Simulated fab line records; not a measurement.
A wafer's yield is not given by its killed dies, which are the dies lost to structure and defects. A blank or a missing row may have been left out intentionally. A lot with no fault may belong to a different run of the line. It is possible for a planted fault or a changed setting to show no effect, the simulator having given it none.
fab line records    flow ritCmos
record lots=15  wafers=45  lastDay=7
route steps=202 shown PLDD@122 NLDD@160 M1@202
lots that met no fault: taken from a fault-free run of the same line
startH: hours from the record's opening day to when the first of the lot's shown wafers began    waitH: time in hours since the lot's previous step    " unchanged from the row above    L1.1+2: a row that stands for several wafers    - no value present, or no start provided    * or withheld: withheld    < > ~ a bound
route shown NAME@n: NAME is a module with steps in the file, n the number in the route of the first one    usual: the fault-free wafers' mean and standard deviation    same: alike in all rows    chamber/n: place in a boat    sites: per-site readings    _std_site: standard deviation across them    _edge_site: outer sites' mean less inner sites'    radiusMm: how far each site lies from the wafer's centre    mask NAME#n: copy n    behind: the tool/chamber that last shaped the wafer    hold: cause of the lot's hold/its duration in hours/its outcome    device: whichever transistor did not switch (one of n, p or np)    end of line: the same wafers' tests at the end of the route    a step without rows: its recipe alone    killed: dies lost to structure and defects at the first sort, not the wafer's yield    map: shows each die of a wafer: x if killed, . if not, _ if none is there
set.NAME: the setting as run; set.NAME@STEP: as run at that earlier step    model.NAME: the simulator's own value behind a step, which no gauge read
route steps across a sampled set of lots; one table per step, one row per wafer
services: from which hour (startH, from the record's first day; less than 0 if before it) a tool's chamber was out of use, for how many hours, and why
## steps
# step RIT_PLDD_IMPLANT_08
# recipe species=BF2  energyKev=20  doseCm2=9e+14  tiltDeg=7
# usual doseIonsCm2=9e+14/9.6e+11  faradayCurrentUA=2823/62  tiltDeg=6.999/0.02
lot.wafer  tool          chamber  startH  waitH  doseIonsCm2  faradayCurrentUA  tiltDeg
L804.1     implanter-02  0        47.56   0.1    9.004e+14    2844              7.004
L804.2     "             0        "       "      9.023e+14    2790              6.988
L804.3     "             0        "       "      8.995e+14    2867              6.997
L805.1     implanter-04  0        58.28   0.1    8.996e+14    2880              7.012
L805.4     "             0        "       "      9.005e+14    2807              7.023
L805.5     "             0        "       "      9.003e+14    2824              7.026
L806.2     implanter-04  0        61.92   0.1    8.994e+14    2679              7.030
L806.4     "             0        "       "      9.007e+14    2934              7.027
L806.6     "             0        "       "      9.002e+14    2815              7.033
L807.2     implanter-03  0        64.80   0.1    9e+14        2911              7.008
L807.3     "             0        "       "      9.005e+14    2867              6.996
L807.6     "             0        "       "      8.987e+14    2814              6.986
L808.2     implanter-04  0        71.26   0.1    8.983e+14    2894              7.001
L808.3     "             0        "       "      8.993e+14    2903              7.029
L808.6     "             0        "       "      9.006e+14    2804              7.013
L809.1     implanter-04  0        74.72   0.1    8.402e+14    2627              6.993
L809.4     "             0        "       "      8.4e+14      2653              7.020
L809.6     "             0        "       "      8.416e+14    2651              6.980
L810.1     implanter-02  0        80.28   0.1    8.988e+14    2791              6.982
L810.3     "             0        "       "      8.985e+14    2804              7.004
L810.6     "             0        "       "      8.997e+14    2820              6.990
L811.2     implanter-04  0        86.59   0.1    8.395e+14    2662              6.987
L811.3     "             0        "       "      8.42e+14     2592              6.987
L811.5     "             0        "       "      8.404e+14    2584              7.005
L812.2     implanter-04  0        93.48   0.1    8.387e+14    2672              7.025
L812.4     "             0        "       "      8.388e+14    2732              7.010
L812.6     "             0        "       "      8.389e+14    2629              7.029
L820.2     implanter-02  0        123.58  0.1    9.008e+14    2743              6.998
L820.4     "             0        "       "      9.005e+14    2869              6.976
L820.5     "             0        "       "      8.993e+14    2798              6.978
L821.3     implanter-02  0        133.49  0.1    9.005e+14    2754              6.976
L821.5     "             0        "       "      8.977e+14    2796              6.978
L821.6     "             0        "       "      8.998e+14    2896              6.950
L822.1     implanter-03  0        139.68  0.1    9.008e+14    2762              6.995
L822.2     "             0        "       "      9.009e+14    2949              6.993
L822.5     "             0        "       "      9.005e+14    2723              6.992
L823.1     implanter-02  0        143.69  0.1    9.008e+14    2954              6.987
L823.2     "             0        "       "      9.01e+14     2786              6.964
L823.4     "             0        "       "      9.003e+14    2914              6.965
L825.1     implanter-02  0        154.49  0.1    9.011e+14    2819              6.994
L825.3     "             0        "       "      9.01e+14     2778              6.960
L825.6     "             0        "       "      9.02e+14     2764              7.003
L827.1     implanter-02  0        159.03  0.1    8.998e+14    2806              6.996
L827.2     "             0        "       "      8.995e+14    2893              7.010
L827.4     "             0        "       "      8.99e+14     2849              7.008
# step RIT_PLDD_TW_MEAS_10
# usual PLDD_TW=2353/18
lot.wafer  tool          chamber  startH  waitH  PLDD_TW
L804.1     filmMetro-03  -        47.88   0.1    2364
L804.2     "             -        "       "      2368
L804.3     "             -        "       "      2352
L805.1     filmMetro-02  -        58.61   0.1    2344
L805.4     "             -        "       "      2339
L805.5     "             -        "       "      2350
L806.2     filmMetro-03  -        62.23   0.1    2371
L806.4     "             -        "       "      2375
L806.6     "             -        "       "      2384
L807.2     filmMetro-02  -        65.11   0.1    2345
L807.3     "             -        "       "      2331
L807.6     "             -        "       "      2343
L808.2     filmMetro-03  -        71.57   0.1    2381
L808.3     "             -        "       "      2381
L808.6     "             -        "       "      2392
L809.1     filmMetro-01  -        75.12   0.2    2299
L809.4     "             -        "       "      2319
L809.6     "             -        "       "      2320
L810.1     filmMetro-01  -        80.60   0.1    2358
L810.3     "             -        "       "      2344
L810.6     "             -        "       "      2343
L811.2     filmMetro-02  -        86.90   0.1    2287
L811.3     "             -        "       "      2290
L811.5     "             -        "       "      2293
L812.2     filmMetro-01  -        93.79   0.1    2304
L812.4     "             -        "       "      2307
L812.6     "             -        "       "      2322
L820.2     filmMetro-01  -        123.89  0.1    2333
L820.4     "             -        "       "      2336
L820.5     "             -        "       "      2331
L821.3     filmMetro-03  -        133.79  0.1    2395
L821.5     "             -        "       "      2390
L821.6     "             -        "       "      2374
L822.1     filmMetro-01  -        140.00  0.1    2340
L822.2     "             -        "       "      2343
L822.5     "             -        "       "      2339
L823.1     filmMetro-03  -        144.01  0.1    2355
L823.2     "             -        "       "      2358
L823.4     "             -        "       "      2361
L825.1     filmMetro-02  -        154.82  0.1    2335
L825.3     "             -        "       "      2337
L825.6     "             -        "       "      2326
L827.1     filmMetro-03  -        159.38  0.1    2351
L827.2     "             -        "       "      2362
L827.4     "             -        "       "      2362
# step RIT_SDANNEAL_RS_MEAS_06
# recipe thkMeasGauge=four-point-probe
# usual PLDD_RS=179.0/0.46
lot.wafer  tool          chamber  startH  waitH  hold                     PLDD_RS[ohm/sq]
L804.1     filmMetro-03  -        54.59   0.1    -                        178.5
L804.2     "             -        "       "      -                        178.7
L804.3     "             -        "       "      -                        179.4
L805.1     filmMetro-01  -        65.13   0.1    -                        179.5
L805.4     "             -        "       "      -                        180.0
L805.5     "             -        "       "      -                        179.1
L806.2     filmMetro-02  -        68.64   0.1    -                        179.8
L806.4     "             -        "       "      -                        179.2
L806.6     "             -        "       "      -                        179.4
L807.2     filmMetro-02  -        71.51   0.1    -                        178.9
L807.3     "             -        "       "      -                        178.8
L807.6     "             -        "       "      -                        178.8
L808.2     filmMetro-02  -        78.33   0.1    -                        178.7
L808.3     "             -        "       "      -                        179.2
L808.6     "             -        "       "      -                        178.4
L809.1     filmMetro-03  -        81.40   0.1    awaitDispo/0.2h/release  185.4
L809.4     "             -        "       "      awaitDispo/0.2h/release  186.0
L809.6     "             -        "       "      awaitDispo/0.2h/release  185.6
L809.1     filmMetro-03  -        81.68   0.3    -                        185.8
L809.4     "             -        "       "      -                        186.1
L809.6     "             -        "       "      -                        185.7
L810.1     filmMetro-01  -        87.36   0.1    -                        179.3
L810.3     "             -        "       "      -                        179.9
L810.6     "             -        "       "      -                        179.5
L811.2     filmMetro-03  -        93.41   0.1    awaitDispo/0.2h/release  186.1
L811.3     "             -        "       "      awaitDispo/0.2h/release  185.7
L811.5     "             -        "       "      awaitDispo/0.2h/release  185.7
L811.2     filmMetro-03  -        93.69   0.3    -                        186.5
L811.3     "             -        "       "      -                        186.1
L811.5     "             -        "       "      -                        185.5
L812.2     filmMetro-02  -        100.14  0.1    awaitDispo/0.2h/release  185.8
L812.4     "             -        "       "      awaitDispo/0.2h/release  185.4
L812.6     "             -        "       "      awaitDispo/0.2h/release  184.9
L812.2     filmMetro-02  -        100.43  0.3    -                        185.2
L812.4     "             -        "       "      -                        185.2
L812.6     "             -        "       "      -                        185.1
L820.2     filmMetro-01  -        131.47  0.1    -                        179.3
L820.4     "             -        "       "      -                        179.7
L820.5     "             -        "       "      -                        179.8
L821.3     filmMetro-03  -        140.56  0.1    -                        178.8
L821.5     "             -        "       "      -                        178.3
L821.6     "             -        "       "      -                        178.6
L822.1     filmMetro-02  -        146.96  0.1    -                        178.3
L822.2     "             -        "       "      -                        179.1
L822.5     "             -        "       "      -                        178.7
L823.1     filmMetro-03  -        150.44  0.1    -                        178.5
L823.2     "             -        "       "      -                        178.3
L823.4     "             -        "       "      -                        178.3
L825.1     filmMetro-01  -        161.26  0.1    -                        178.9
L825.3     "             -        "       "      -                        179.3
L825.6     "             -        "       "      -                        179.2
L827.1     filmMetro-02  -        166.52  0.1    -                        179.2
L827.2     "             -        "       "      -                        179.2
L827.4     "             -        "       "      -                        178.9
# step RIT_SDANNEAL_RS_MEAS_07
# recipe thkMeasGauge=four-point-probe
# usual NLDD_RS=151.9/0.53
lot.wafer  tool          chamber  startH  waitH  hold                     NLDD_RS[ohm/sq]
L804.1     filmMetro-03  -        54.71   0.1    -                        151.7
L804.2     "             -        "       "      -                        151.8
L804.3     "             -        "       "      -                        151.7
L805.1     filmMetro-01  -        65.25   0.1    -                        151.4
L805.4     "             -        "       "      -                        151.4
L805.5     "             -        "       "      -                        150.9
L806.2     filmMetro-02  -        68.76   0.1    -                        152.3
L806.4     "             -        "       "      -                        152.1
L806.6     "             -        "       "      -                        151.8
L807.2     filmMetro-02  -        71.63   0.1    -                        152.7
L807.3     "             -        "       "      -                        151.6
L807.6     "             -        "       "      -                        152.2
L808.2     filmMetro-02  -        78.45   0.1    -                        151.6
L808.3     "             -        "       "      -                        151.6
L808.6     "             -        "       "      -                        151.7
L809.1     filmMetro-03  -        84.97   3.3    awaitDispo/3.2h/release  151.4
L809.4     "             -        "       "      awaitDispo/3.2h/release  151.5
L809.6     "             -        "       "      awaitDispo/3.2h/release  151.2
L810.1     filmMetro-01  -        87.48   0.1    -                        152.5
L810.3     "             -        "       "      -                        152.0
L810.6     "             -        "       "      -                        152.0
L811.2     filmMetro-03  -        96.14   2.4    awaitDispo/2.3h/release  151.9
L811.3     "             -        "       "      awaitDispo/2.3h/release  152.1
L811.5     "             -        "       "      awaitDispo/2.3h/release  152.8
L812.2     filmMetro-02  -        104.86  4.4    awaitDispo/4.3h/release  152.1
L812.4     "             -        "       "      awaitDispo/4.3h/release  152.6
L812.6     "             -        "       "      awaitDispo/4.3h/release  152.3
L820.2     filmMetro-01  -        131.59  0.1    -                        151.5
L820.4     "             -        "       "      -                        152.2
L820.5     "             -        "       "      -                        151.2
L821.3     filmMetro-03  -        140.68  0.1    -                        152.2
L821.5     "             -        "       "      -                        152.8
L821.6     "             -        "       "      -                        152.3
L822.1     filmMetro-02  -        147.08  0.1    -                        151.5
L822.2     "             -        "       "      -                        151.3
L822.5     "             -        "       "      -                        150.8
L823.1     filmMetro-03  -        150.56  0.1    -                        151.2
L823.2     "             -        "       "      -                        151.5
L823.4     "             -        "       "      -                        151.1
L825.1     filmMetro-01  -        161.38  0.1    -                        152.6
L825.3     "             -        "       "      -                        152.6
L825.6     "             -        "       "      -                        152.0
L827.1     filmMetro-02  -        166.64  0.1    -                        151.2
L827.2     "             -        "       "      -                        151.6
L827.4     "             -        "       "      -                        151.1
# step RIT_M1_PROBE_99
# usual killedAtContacts=0.1/0.31  killedAtFrontEnd=7/3  killedDies=7/3  killedOpen=3.2/1.9  killedShort=3.6/2.2
# same grossDies=264  killed_at_M0_to_M3=0  killed_at_M4_up=0  killedAtBackSide=0  killedAtOther=0
lot.wafer  tool       chamber  startH  waitH  killedAtContacts  killedAtFrontEnd  killedDies  killedOpen  killedShort
L809.1     prober-01  -        92.58   0.1    0                 14                14          9           5
L809.4     prober-01  -        92.73   0.2    0                 3                 3           2           1
L809.6     prober-01  -        92.83   0.2    0                 6                 6           5           1
L811.2     prober-01  -        104.57  0.1    0                 8                 8           3           5
L811.3     prober-01  -        104.62  0.2    0                 5                 5           5           0
L811.5     prober-01  -        104.72  0.2    0                 8                 8           4           4
L812.2     prober-01  -        112.43  0.1    0                 8                 8           4           4
L812.4     prober-01  -        112.53  0.2    0                 4                 4           3           1
L812.6     prober-01  -        112.63  0.2    0                 2                 2           2           0
# killed by level:class
L809.1 GATE:geometricParticle:open=5 FOX1:geometricParticle:short=3 FOX1:geometricParticle:open=1 FOX2:geometricParticle:open=1 FOX2:geometricParticle:short=1 REOX:geometricParticle:open=1 SPACER:geometricParticle:short=1 SPACER:geometricParticle:open=1
L809.4 FOX1:geometricParticle:open=1 SPACER:geometricParticle:short=1 SPACER:geometricParticle:open=1
L809.6 FOX1:geometricParticle:open=2 SPACER:geometricParticle:open=2 FOX2:geometricParticle:short=1 GATE:geometricParticle:open=1
L811.2 FOX1:geometricParticle:open=2 GATE:geometricParticle:short=2 FOX1:geometricParticle:short=1 FOX2:geometricParticle:short=1 REOX:geometricParticle:open=1 SILICIDE:geometricParticle:short=1
L811.3 FOX1:geometricParticle:open=2 FOX2:geometricParticle:open=1 GATE:geometricParticle:open=1 SPACER:geometricParticle:open=1
L811.5 REOX:geometricParticle:short=3 REOX:geometricParticle:open=3 FOX1:geometricParticle:short=1 GATE:geometricParticle:open=1
L812.2 GATE:geometricParticle:open=2 FOX1:geometricParticle:short=1 FOX2:geometricParticle:open=1 GATE:geometricParticle:short=1 REOX:geometricParticle:short=1 SILICIDE:geometricParticle:short=1 SILICIDE:geometricParticle:open=1
L812.4 SILICIDE:geometricParticle:open=2 GATE:geometricParticle:short=1 SPACER:geometricParticle:open=1
L812.6 GATE:geometricParticle:open=2
## services
tool          chamber  startH  hours  kind
implanter-04  -        30.25   0.6    repair
implanter-02  -        59.25   0.6    repair
implanter-02  -        65.39   2.6    repair
implanter-02  -        69.90   3.0    pm
implanter-02  -        87.89   6.9    repair
implanter-04  -        111.99  1.2    repair
implanter-02  -        116.86  3.8    pm
implanter-03  -        118.92  0.6    repair
implanter-04  -        134.68  5.6    repair
implanter-03  -        156.60  2.6    repair
## key
firstSign step=RIT_PLDD_IMPLANT_08  reading=doseIonsCm2  direction=down  sigmas=63  usual=9e+14  struck=8.4e+14
effect step=RIT_PLDD_IMPLANT_08  reading=faradayCurrentUA  direction=down  sigmas=2.9  usual=2823  struck=2645
effect step=RIT_PLDD_TW_MEAS_10  reading=PLDD_TW  direction=down  sigmas=2.7  usual=2353  struck=2305
effect step=RIT_SDANNEAL_RS_MEAS_06  reading=PLDD_RS  direction=up  sigmas=15  usual=179.0  struck=185.6
metAt RIT_PLDD_IMPLANT_08
struckLots L809,L811,L812
testerLeftOut L809,L811,L812
onsetBetween 71.26 74.72
fault kind=processParameterDrift  tool=implanter-04  chamber=-  onsetH=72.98  steps=RIT_PLDD_IMPLANT_08  channel=doseCm2  offset=-5.9617e+13  shape=step  endH=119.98  actsIn=theseRecipesOnly  stated=9e+14
# testerLeftOut: of these lots the tester's yield and bins aren't shown, on N5 and GAA mostly nor the transistor test; their killed dies are dies lost to structure and defects alone, not to doping, threshold or leakage, so they don't give the yield
